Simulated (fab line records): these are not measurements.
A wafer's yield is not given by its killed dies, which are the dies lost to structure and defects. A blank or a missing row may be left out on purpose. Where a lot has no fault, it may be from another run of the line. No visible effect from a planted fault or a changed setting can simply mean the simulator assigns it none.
fab line records / flow berkeley-cmos170 / part 2 of 2: steps 27 to 37 of 37
[record] lots = 5 wafers = 15 last-day = 11
route steps=331 shown WELLDRIVE@57 ACTIVE@60 PFIELD@79 FIELD@89
lots untouched by any fault: they come from a run of this same line in which no faults occurred
start-h: hours from the record's opening day to when the first of the lot's shown wafers began / wait-h: how many hours have passed since the lot's step before this one / " as in the row above / L1.1+2: a row that stands for several wafers / - value missing, or start not given / * or withheld: withheld / < > ~ a bound
route shown NAME@n: names a module that has steps shown in the file, with the first one's number in the route / usual: mean/standard deviation of fault-free wafers / same: alike in all rows / chamber/n: place in a boat / sites: each site's reading / _std_site: their standard deviation / _edge_site: mean of outer sites minus mean of inner sites / radius-mm: how far each site lies from the wafer's centre / mask NAME#n: copy n / behind: the last tool/chamber to shape the wafer / hold: why the lot was held/for how many hours/how that ended / device: whichever transistor did not switch (one of n, p or np) / end of line: tests of these same wafers at the route's end / where a step has no rows: the recipe by itself / killed: count of dies lost to structure and defects at first sort (not the wafer's yield) / map: shows each die of a wafer: x if killed, . if not, _ if none is there
set.NAME: the setting that was run; set.NAME@STEP: the one run at that earlier step / model.NAME: the simulator's own value behind a step, which no gauge read
certain route steps with their lots: each step a table, each wafer a row
services: the hour from which a tool's chamber was out of use, counted from the record's first day as start-h (under 0 if before that day), plus the number of hours and why
[[steps]]
[step UCB170_PFIELD_PEB_04]
[recipe] peb-temp-c = 130 peb-time-s = withheld resist = KrF
[usual] exhaust-pa = 45.1/0.91
lot.wafer=L083.1 tool=litho-track-01 chamber=0 start-h=124.90 wait-h=0.9 exhaust-pa=46.4
lot.wafer=L083.3 tool=litho-track-01 chamber=0 start-h=124.90 wait-h=0.9 exhaust-pa=45.1
lot.wafer=L083.4 tool=litho-track-01 chamber=0 start-h=124.90 wait-h=0.9 exhaust-pa=45.2
lot.wafer=L086.1 tool=litho-track-04 chamber=0 start-h=129.50 wait-h=0.4 exhaust-pa=43.4
lot.wafer=L086.3 tool=litho-track-04 chamber=0 start-h=129.50 wait-h=0.4 exhaust-pa=43.1
lot.wafer=L086.5 tool=litho-track-04 chamber=0 start-h=129.50 wait-h=0.4 exhaust-pa=43.9
lot.wafer=L093.1 tool=litho-track-01 chamber=0 start-h=170.56 wait-h=0.1 exhaust-pa=45.2
lot.wafer=L093.5 tool=litho-track-01 chamber=0 start-h=170.56 wait-h=0.1 exhaust-pa=44.9
lot.wafer=L093.6 tool=litho-track-01 chamber=0 start-h=170.56 wait-h=0.1 exhaust-pa=45.2
lot.wafer=L092.1 tool=litho-track-01 chamber=0 start-h=170.83 wait-h=0.1 exhaust-pa=45.8
lot.wafer=L092.2 tool=litho-track-01 chamber=0 start-h=170.83 wait-h=0.1 exhaust-pa=44.7
lot.wafer=L092.3 tool=litho-track-01 chamber=0 start-h=170.83 wait-h=0.1 exhaust-pa=47.1
lot.wafer=L094.2 tool=litho-track-01 chamber=0 start-h=177.11 wait-h=0.4 exhaust-pa=44.6
lot.wafer=L094.3 tool=litho-track-01 chamber=0 start-h=177.11 wait-h=0.4 exhaust-pa=45.4
lot.wafer=L094.6 tool=litho-track-01 chamber=0 start-h=177.11 wait-h=0.4 exhaust-pa=44.3
[step UCB170_PFIELD_DEVELOP_05]
[recipe] developer = TMAH develop-time-s = 45 resist = KrF dev-temp-c = 21
[usual] exhaust-pa = 45.0/0.86
[same] develop-time-s = 45
lot.wafer=L083.1 tool=litho-track-01 chamber=0 start-h=- wait-h=- exhaust-pa=45.2
lot.wafer=L083.3 tool=litho-track-01 chamber=0 start-h=- wait-h=- exhaust-pa=43.7
lot.wafer=L083.4 tool=litho-track-01 chamber=0 start-h=- wait-h=- exhaust-pa=44.4
lot.wafer=L086.1 tool=litho-track-04 chamber=0 start-h=- wait-h=- exhaust-pa=44.2
lot.wafer=L086.3 tool=litho-track-04 chamber=0 start-h=- wait-h=- exhaust-pa=46.1
lot.wafer=L086.5 tool=litho-track-04 chamber=0 start-h=- wait-h=- exhaust-pa=42.9
lot.wafer=L093.1 tool=litho-track-01 chamber=0 start-h=- wait-h=- exhaust-pa=45.1
lot.wafer=L093.5 tool=litho-track-01 chamber=0 start-h=- wait-h=- exhaust-pa=45.1
lot.wafer=L093.6 tool=litho-track-01 chamber=0 start-h=- wait-h=- exhaust-pa=45.5
lot.wafer=L092.1 tool=litho-track-01 chamber=0 start-h=- wait-h=- exhaust-pa=46.7
lot.wafer=L092.2 tool=litho-track-01 chamber=0 start-h=- wait-h=- exhaust-pa=46.5
lot.wafer=L092.3 tool=litho-track-01 chamber=0 start-h=- wait-h=- exhaust-pa=46.6
lot.wafer=L094.2 tool=litho-track-01 chamber=0 start-h=- wait-h=- exhaust-pa=45.0
lot.wafer=L094.3 tool=litho-track-01 chamber=0 start-h=- wait-h=- exhaust-pa=45.7
lot.wafer=L094.6 tool=litho-track-01 chamber=0 start-h=- wait-h=- exhaust-pa=44.8
[step UCB170_PFIELD_OVL_MEAS_06]
[usual] PFIELD_OVL = 0/5.4
lot.wafer=L083.1 tool=overlay-01 chamber=- start-h=125.18 wait-h=- PFIELD_OVL[nm]=-2
lot.wafer=L083.3 tool=overlay-01 chamber=- start-h=125.18 wait-h=- PFIELD_OVL[nm]=-2
lot.wafer=L083.4 tool=overlay-01 chamber=- start-h=125.18 wait-h=- PFIELD_OVL[nm]=2
lot.wafer=L086.1 tool=overlay-02 chamber=- start-h=129.78 wait-h=- PFIELD_OVL[nm]=-6
lot.wafer=L086.3 tool=overlay-02 chamber=- start-h=129.78 wait-h=- PFIELD_OVL[nm]=3
lot.wafer=L086.5 tool=overlay-02 chamber=- start-h=129.78 wait-h=- PFIELD_OVL[nm]=-2
lot.wafer=L093.1 tool=overlay-01 chamber=- start-h=170.83 wait-h=- PFIELD_OVL[nm]=0
lot.wafer=L093.5 tool=overlay-01 chamber=- start-h=170.83 wait-h=- PFIELD_OVL[nm]=6
lot.wafer=L093.6 tool=overlay-01 chamber=- start-h=170.83 wait-h=- PFIELD_OVL[nm]=11
lot.wafer=L092.1 tool=overlay-02 chamber=- start-h=171.11 wait-h=- PFIELD_OVL[nm]=-7
lot.wafer=L092.2 tool=overlay-02 chamber=- start-h=171.11 wait-h=- PFIELD_OVL[nm]=-1
lot.wafer=L092.3 tool=overlay-02 chamber=- start-h=171.11 wait-h=- PFIELD_OVL[nm]=-9
lot.wafer=L094.2 tool=overlay-01 chamber=- start-h=177.37 wait-h=- PFIELD_OVL[nm]=-8
lot.wafer=L094.3 tool=overlay-01 chamber=- start-h=177.37 wait-h=- PFIELD_OVL[nm]=-4
lot.wafer=L094.6 tool=overlay-01 chamber=- start-h=177.37 wait-h=- PFIELD_OVL[nm]=-8
[step UCB170_PFIELD_IMPLANT_07]
[recipe] species = B dose-cm2 = 2e+13 energy-kev = 80 tilt-deg = 7
lot.wafer=L083.1+3+4 tool=implanter-02 chamber=0 start-h=125.21 wait-h=0.0
lot.wafer=L086.1+3+5 tool=implanter-02 chamber=0 start-h=129.82 wait-h=0.0
lot.wafer=L093.1+5+6 tool=implanter-02 chamber=0 start-h=170.87 wait-h=0.0
lot.wafer=L092.1+2+3 tool=implanter-01 chamber=0 start-h=171.14 wait-h=0.0
lot.wafer=L094.2+3+6 tool=implanter-01 chamber=0 start-h=177.42 wait-h=0.0
[step UCB170_PFIELD_STRIP_08]
[recipe] chemistry = O2 power-w = 400 pressure-mtorr = 3500 platen-temp-c = withheld o2-flow-sccm = 400 overash-fraction = 0.5
[usual] drypump-motor-current-A = 5.89/0.24 oes-product-au = 0.735/0.005 strip-time-to-endpoint-s = 21.70/0.06
lot.wafer=L083.1 tool=plasma-asher-02 chamber=1 start-h=125.36 wait-h=0.1 drypump-motor-current-A=6.07 oes-product-au=0.728 rf-hours-counter-h=1 strip-time-to-endpoint-s=21.69
lot.wafer=L083.3 tool=plasma-asher-02 chamber=0 start-h=125.36 wait-h=0.1 drypump-motor-current-A=5.93 oes-product-au=0.738 rf-hours-counter-h=- strip-time-to-endpoint-s=21.74
lot.wafer=L083.4 tool=plasma-asher-02 chamber=1 start-h=125.36 wait-h=0.1 drypump-motor-current-A=6.08 oes-product-au=0.742 rf-hours-counter-h=- strip-time-to-endpoint-s=21.71
lot.wafer=L086.1 tool=plasma-asher-02 chamber=1 start-h=129.97 wait-h=0.1 drypump-motor-current-A=6.10 oes-product-au=0.730 rf-hours-counter-h=1 strip-time-to-endpoint-s=21.67
lot.wafer=L086.3 tool=plasma-asher-02 chamber=0 start-h=129.97 wait-h=0.1 drypump-motor-current-A=5.93 oes-product-au=0.736 rf-hours-counter-h=- strip-time-to-endpoint-s=21.70
lot.wafer=L086.5 tool=plasma-asher-02 chamber=1 start-h=129.97 wait-h=0.1 drypump-motor-current-A=6.09 oes-product-au=0.739 rf-hours-counter-h=- strip-time-to-endpoint-s=21.70
lot.wafer=L093.1 tool=plasma-asher-02 chamber=1 start-h=171.02 wait-h=0.1 drypump-motor-current-A=6.07 oes-product-au=0.740 rf-hours-counter-h=7 strip-time-to-endpoint-s=21.74
lot.wafer=L093.5 tool=plasma-asher-02 chamber=0 start-h=171.02 wait-h=0.1 drypump-motor-current-A=5.94 oes-product-au=0.732 rf-hours-counter-h=- strip-time-to-endpoint-s=21.76
lot.wafer=L093.6 tool=plasma-asher-02 chamber=1 start-h=171.02 wait-h=0.1 drypump-motor-current-A=6.08 oes-product-au=0.742 rf-hours-counter-h=- strip-time-to-endpoint-s=21.69
lot.wafer=L092.1 tool=plasma-asher-04 chamber=1 start-h=171.29 wait-h=0.1 drypump-motor-current-A=6.24 oes-product-au=0.731 rf-hours-counter-h=51 strip-time-to-endpoint-s=21.70
lot.wafer=L092.2 tool=plasma-asher-04 chamber=0 start-h=171.29 wait-h=0.1 drypump-motor-current-A=5.82 oes-product-au=0.735 rf-hours-counter-h=51 strip-time-to-endpoint-s=21.76
lot.wafer=L092.3 tool=plasma-asher-04 chamber=1 start-h=171.29 wait-h=0.1 drypump-motor-current-A=6.21 oes-product-au=0.736 rf-hours-counter-h=- strip-time-to-endpoint-s=21.63
lot.wafer=L094.2 tool=plasma-asher-04 chamber=0 start-h=177.55 wait-h=0.1 drypump-motor-current-A=5.78 oes-product-au=0.734 rf-hours-counter-h=52 strip-time-to-endpoint-s=21.74
lot.wafer=L094.3 tool=plasma-asher-04 chamber=1 start-h=177.55 wait-h=0.1 drypump-motor-current-A=6.20 oes-product-au=0.734 rf-hours-counter-h=- strip-time-to-endpoint-s=21.66
lot.wafer=L094.6 tool=plasma-asher-04 chamber=1 start-h=177.55 wait-h=0.1 drypump-motor-current-A=6.20 oes-product-au=0.737 rf-hours-counter-h=- strip-time-to-endpoint-s=21.65
[step UCB170_PFIELD_TW_MEAS_09]
[usual] PFIELD_TW = 599.3/2.4
lot.wafer=L083.1 tool=film-metro-01 chamber=- start-h=125.46 wait-h=0.1 PFIELD_TW=602.5
lot.wafer=L083.3 tool=film-metro-01 chamber=- start-h=125.46 wait-h=0.1 PFIELD_TW=599.8
lot.wafer=L083.4 tool=film-metro-01 chamber=- start-h=125.46 wait-h=0.1 PFIELD_TW=600.5
lot.wafer=L086.1 tool=film-metro-04 chamber=- start-h=130.07 wait-h=0.1 PFIELD_TW=597.3
lot.wafer=L086.3 tool=film-metro-04 chamber=- start-h=130.07 wait-h=0.1 PFIELD_TW=593.8
lot.wafer=L086.5 tool=film-metro-04 chamber=- start-h=130.07 wait-h=0.1 PFIELD_TW=594.3
lot.wafer=L093.1 tool=film-metro-01 chamber=- start-h=171.12 wait-h=0.1 PFIELD_TW=599.4
lot.wafer=L093.5 tool=film-metro-01 chamber=- start-h=171.12 wait-h=0.1 PFIELD_TW=595.5
lot.wafer=L093.6 tool=film-metro-01 chamber=- start-h=171.12 wait-h=0.1 PFIELD_TW=597.6
lot.wafer=L092.1 tool=film-metro-01 chamber=- start-h=171.39 wait-h=0.1 PFIELD_TW=600.7
lot.wafer=L092.2 tool=film-metro-01 chamber=- start-h=171.39 wait-h=0.1 PFIELD_TW=599.5
lot.wafer=L092.3 tool=film-metro-01 chamber=- start-h=171.39 wait-h=0.1 PFIELD_TW=602.0
lot.wafer=L094.2 tool=film-metro-04 chamber=- start-h=177.66 wait-h=0.1 PFIELD_TW=598.9
lot.wafer=L094.3 tool=film-metro-04 chamber=- start-h=177.66 wait-h=0.1 PFIELD_TW=596.4
lot.wafer=L094.6 tool=film-metro-04 chamber=- start-h=177.66 wait-h=0.1 PFIELD_TW=599.5
[step UCB170_FIELD_CLEAN_00]
[recipe] chemistry = dHF dilution = 25:1 time-s = 7.5
lot.wafer=L083.1+3+4 tool=wet-bench-01 chamber=0 start-h=125.81 wait-h=0.3
lot.wafer=L086.1+3+5 tool=wet-bench-01 chamber=1 start-h=130.15 wait-h=0.1
lot.wafer=L093.1+5+6 tool=wet-bench-01 chamber=1 start-h=171.18 wait-h=0.1
lot.wafer=L092.1+2+3 tool=wet-bench-01 chamber=0 start-h=171.45 wait-h=0.1
lot.wafer=L094.2+3+6 tool=wet-bench-02 chamber=2 start-h=177.71 wait-h=0.0
[step UCB170_FIELD_OXIDATION_01]
[recipe] temp-c = 1000 ambient = H2O p-h2o-torr = 584.62 target-thk-a = 5583 ox-time-s = 7200
[usual] spike-tc-load-C = 1022.7/1.9 zone-power-centre-pct = 50/4.9 zone-power-load-pct = 34.9/1.7
[same] ox-time-s = 7200
lot.wafer=L083.1 tool=furnace-04 chamber=0 start-h=127.63 wait-h=1.8 spike-tc-load-C=1020.3 zone-power-centre-pct=44 zone-power-load-pct=36.2
lot.wafer=L083.3 tool=furnace-04 chamber=0 start-h=127.63 wait-h=1.8 spike-tc-load-C=1021.8 zone-power-centre-pct=46 zone-power-load-pct=35.9
lot.wafer=L083.4 tool=furnace-04 chamber=0 start-h=127.63 wait-h=1.8 spike-tc-load-C=1023.1 zone-power-centre-pct=45 zone-power-load-pct=35.3
lot.wafer=L086.1 tool=furnace-01 chamber=0 start-h=132.98 wait-h=2.8 spike-tc-load-C=1023.1 zone-power-centre-pct=56 zone-power-load-pct=32.7
lot.wafer=L086.3 tool=furnace-01 chamber=0 start-h=132.98 wait-h=2.8 spike-tc-load-C=1025.1 zone-power-centre-pct=56 zone-power-load-pct=33.4
lot.wafer=L086.5 tool=furnace-01 chamber=0 start-h=132.98 wait-h=2.8 spike-tc-load-C=1024.6 zone-power-centre-pct=56 zone-power-load-pct=32.5
lot.wafer=L092.1 tool=furnace-04 chamber=0 start-h=174.26 wait-h=2.8 spike-tc-load-C=1020.2 zone-power-centre-pct=45 zone-power-load-pct=35.7
lot.wafer=L092.2 tool=furnace-04 chamber=0 start-h=174.26 wait-h=2.8 spike-tc-load-C=1022.5 zone-power-centre-pct=45 zone-power-load-pct=35.2
lot.wafer=L092.3 tool=furnace-04 chamber=0 start-h=174.26 wait-h=2.8 spike-tc-load-C=1021.2 zone-power-centre-pct=44 zone-power-load-pct=35.6
lot.wafer=L093.1 tool=furnace-04 chamber=0 start-h=174.26 wait-h=3.1 spike-tc-load-C=1022.2 zone-power-centre-pct=44 zone-power-load-pct=35.9
lot.wafer=L093.5 tool=furnace-04 chamber=0 start-h=174.26 wait-h=3.1 spike-tc-load-C=1021.4 zone-power-centre-pct=46 zone-power-load-pct=36.0
lot.wafer=L093.6 tool=furnace-04 chamber=0 start-h=174.26 wait-h=3.1 spike-tc-load-C=1021.3 zone-power-centre-pct=45 zone-power-load-pct=36.2
lot.wafer=L094.2 tool=furnace-04 chamber=0 start-h=181.59 wait-h=3.9 spike-tc-load-C=1021.3 zone-power-centre-pct=45 zone-power-load-pct=36.2
lot.wafer=L094.3 tool=furnace-04 chamber=0 start-h=181.59 wait-h=3.9 spike-tc-load-C=1022.6 zone-power-centre-pct=45 zone-power-load-pct=36.5
lot.wafer=L094.6 tool=furnace-04 chamber=0 start-h=181.59 wait-h=3.9 spike-tc-load-C=1022.5 zone-power-centre-pct=46 zone-power-load-pct=35.8
[step UCB170_FIELD_THK_MEAS_02]
[recipe] reads = SiO2_of_FIELD_OXIDATION_01
[usual] FIELD_OXIDE_THK = 560/9.2
lot.wafer=L083.1 tool=film-metro-04 chamber=- start-h=130.63 wait-h=0.0 FIELD_OXIDE_THK[nm]=559
lot.wafer=L083.3 tool=film-metro-04 chamber=- start-h=130.63 wait-h=0.0 FIELD_OXIDE_THK[nm]=548
lot.wafer=L083.4 tool=film-metro-04 chamber=- start-h=130.63 wait-h=0.0 FIELD_OXIDE_THK[nm]=569
lot.wafer=L086.1 tool=film-metro-04 chamber=- start-h=135.98 wait-h=0.0 FIELD_OXIDE_THK[nm]=560
lot.wafer=L086.3 tool=film-metro-04 chamber=- start-h=135.98 wait-h=0.0 FIELD_OXIDE_THK[nm]=563
lot.wafer=L086.5 tool=film-metro-04 chamber=- start-h=135.98 wait-h=0.0 FIELD_OXIDE_THK[nm]=551
lot.wafer=L093.1 tool=film-metro-04 chamber=- start-h=177.26 wait-h=0.0 FIELD_OXIDE_THK[nm]=563
lot.wafer=L093.5 tool=film-metro-04 chamber=- start-h=177.26 wait-h=0.0 FIELD_OXIDE_THK[nm]=557
lot.wafer=L093.6 tool=film-metro-04 chamber=- start-h=177.26 wait-h=0.0 FIELD_OXIDE_THK[nm]=553
lot.wafer=L092.1 tool=film-metro-01 chamber=- start-h=177.26 wait-h=0.0 FIELD_OXIDE_THK[nm]=558
lot.wafer=L092.2 tool=film-metro-01 chamber=- start-h=177.26 wait-h=0.0 FIELD_OXIDE_THK[nm]=569
lot.wafer=L092.3 tool=film-metro-01 chamber=- start-h=177.26 wait-h=0.0 FIELD_OXIDE_THK[nm]=569
lot.wafer=L094.2 tool=film-metro-04 chamber=- start-h=184.60 wait-h=0.0 FIELD_OXIDE_THK[nm]=534
lot.wafer=L094.3 tool=film-metro-04 chamber=- start-h=184.60 wait-h=0.0 FIELD_OXIDE_THK[nm]=551
lot.wafer=L094.6 tool=film-metro-04 chamber=- start-h=184.60 wait-h=0.0 FIELD_OXIDE_THK[nm]=558
[step UCB170_FIELD_ANNEAL_03]
[recipe] temp-c = 1000 time-s = 1200 ambient = N2
[usual] spike-tc-load-C = 1023.1/1.7 zone-power-centre-pct = 51/4.8 zone-power-load-pct = 34.4/1.8
lot.wafer=L083.1 tool=furnace-01 chamber=0 start-h=131.65 wait-h=1.0 spike-tc-load-C=1024.9 zone-power-centre-pct=56 zone-power-load-pct=32.6
lot.wafer=L083.3 tool=furnace-01 chamber=0 start-h=131.65 wait-h=1.0 spike-tc-load-C=1023.2 zone-power-centre-pct=56 zone-power-load-pct=33.4
lot.wafer=L083.4 tool=furnace-01 chamber=0 start-h=131.65 wait-h=1.0 spike-tc-load-C=1025.5 zone-power-centre-pct=55 zone-power-load-pct=32.7
lot.wafer=L086.1 tool=furnace-02 chamber=0 start-h=137.48 wait-h=1.5 spike-tc-load-C=1021.1 zone-power-centre-pct=48 zone-power-load-pct=36.8
lot.wafer=L086.3 tool=furnace-02 chamber=0 start-h=137.48 wait-h=1.5 spike-tc-load-C=1021.9 zone-power-centre-pct=46 zone-power-load-pct=36.4
lot.wafer=L086.5 tool=furnace-02 chamber=0 start-h=137.48 wait-h=1.5 spike-tc-load-C=1020.4 zone-power-centre-pct=47 zone-power-load-pct=36.5
lot.wafer=L092.1 tool=furnace-04 chamber=0 start-h=180.26 wait-h=3.0 spike-tc-load-C=1020.9 zone-power-centre-pct=45 zone-power-load-pct=35.4
lot.wafer=L092.2 tool=furnace-04 chamber=0 start-h=180.26 wait-h=3.0 spike-tc-load-C=1022.0 zone-power-centre-pct=45 zone-power-load-pct=36.0
lot.wafer=L092.3 tool=furnace-04 chamber=0 start-h=180.26 wait-h=3.0 spike-tc-load-C=1021.5 zone-power-centre-pct=45 zone-power-load-pct=35.7
lot.wafer=L093.1 tool=furnace-04 chamber=0 start-h=180.26 wait-h=3.0 spike-tc-load-C=1021.2 zone-power-centre-pct=44 zone-power-load-pct=36.1
lot.wafer=L093.5 tool=furnace-04 chamber=0 start-h=180.26 wait-h=3.0 spike-tc-load-C=1020.6 zone-power-centre-pct=45 zone-power-load-pct=35.4
lot.wafer=L093.6 tool=furnace-04 chamber=0 start-h=180.26 wait-h=3.0 spike-tc-load-C=1022.3 zone-power-centre-pct=45 zone-power-load-pct=35.3
lot.wafer=L094.2 tool=furnace-04 chamber=0 start-h=188.84 wait-h=4.2 spike-tc-load-C=1022.0 zone-power-centre-pct=45 zone-power-load-pct=35.6
lot.wafer=L094.3 tool=furnace-04 chamber=0 start-h=188.84 wait-h=4.2 spike-tc-load-C=1022.1 zone-power-centre-pct=45 zone-power-load-pct=36.3
lot.wafer=L094.6 tool=furnace-04 chamber=0 start-h=188.84 wait-h=4.2 spike-tc-load-C=1020.8 zone-power-centre-pct=45 zone-power-load-pct=36.1
[step UCB170_FIELD_WET_ETCH_04]
[recipe] chemistry = dHF dilution = 10:1 target = SiO2 temp-c = 25 time-s = 60
lot.wafer=L083.1+3+4 tool=wet-bench-04 chamber=2 start-h=133.05 wait-h=0.1
lot.wafer=L086.1+3+5 tool=wet-bench-02 chamber=0 start-h=138.82 wait-h=0.0
lot.wafer=L092.1+2+3 tool=wet-bench-01 chamber=2 start-h=181.59 wait-h=0.0
lot.wafer=L093.1+5+6 tool=wet-bench-01 chamber=2 start-h=181.59 wait-h=0.0
lot.wafer=L094.2+3+6 tool=wet-bench-01 chamber=3 start-h=190.18 wait-h=0.0
[[services]]
tool=krf-scanner-01 chamber=- start-h=91.67 hours=0.8 kind=pm
tool=krf-scanner-02 chamber=- start-h=92.42 hours=1.0 kind=pm
tool=furnace-03 chamber=- start-h=96.61 hours=3.6 kind=pm
tool=implanter-02 chamber=- start-h=100.22 hours=1.4 kind=repair
tool=krf-scanner-02 chamber=- start-h=103.67 hours=1.3 kind=pm
tool=krf-scanner-01 chamber=- start-h=108.35 hours=0.8 kind=repair
tool=plasma-asher-02 chamber=- start-h=108.75 hours=9.0 kind=pm
tool=plasma-asher-02 chamber=0 start-h=108.75 hours=9.0 kind=vent-cycle
tool=plasma-asher-02 chamber=1 start-h=108.75 hours=9.0 kind=vent-cycle
tool=krf-scanner-01 chamber=- start-h=109.67 hours=1.3 kind=pm
tool=krf-scanner-02 chamber=- start-h=114.97 hours=0.8 kind=pm
tool=plasma-asher-02 chamber=0 start-h=117.75 hours=- kind=clean
tool=plasma-asher-02 chamber=1 start-h=117.75 hours=- kind=clean
tool=krf-scanner-02 chamber=0 start-h=119.69 hours=- kind=calibration
tool=rie-diel-03 chamber=2 start-h=119.86 hours=- kind=clean
tool=rie-diel-03 chamber=2 start-h=119.86 hours=21.3 kind=scheduled-down
tool=plasma-asher-04 chamber=- start-h=121.70 hours=2.8 kind=pm
tool=krf-scanner-01 chamber=- start-h=134.77 hours=0.6 kind=repair
tool=krf-scanner-01 chamber=- start-h=137.20 hours=4.4 kind=pm
tool=rie-diel-04 chamber=0 start-h=158.09 hours=3.2 kind=repair
tool=implanter-02 chamber=- start-h=158.51 hours=2.7 kind=repair
tool=implanter-02 chamber=- start-h=178.22 hours=3.1 kind=pm
tool=krf-scanner-01 chamber=- start-h=181.55 hours=1.0 kind=pm
tool=plasma-asher-01 chamber=- start-h=187.29 hours=3.8 kind=repair
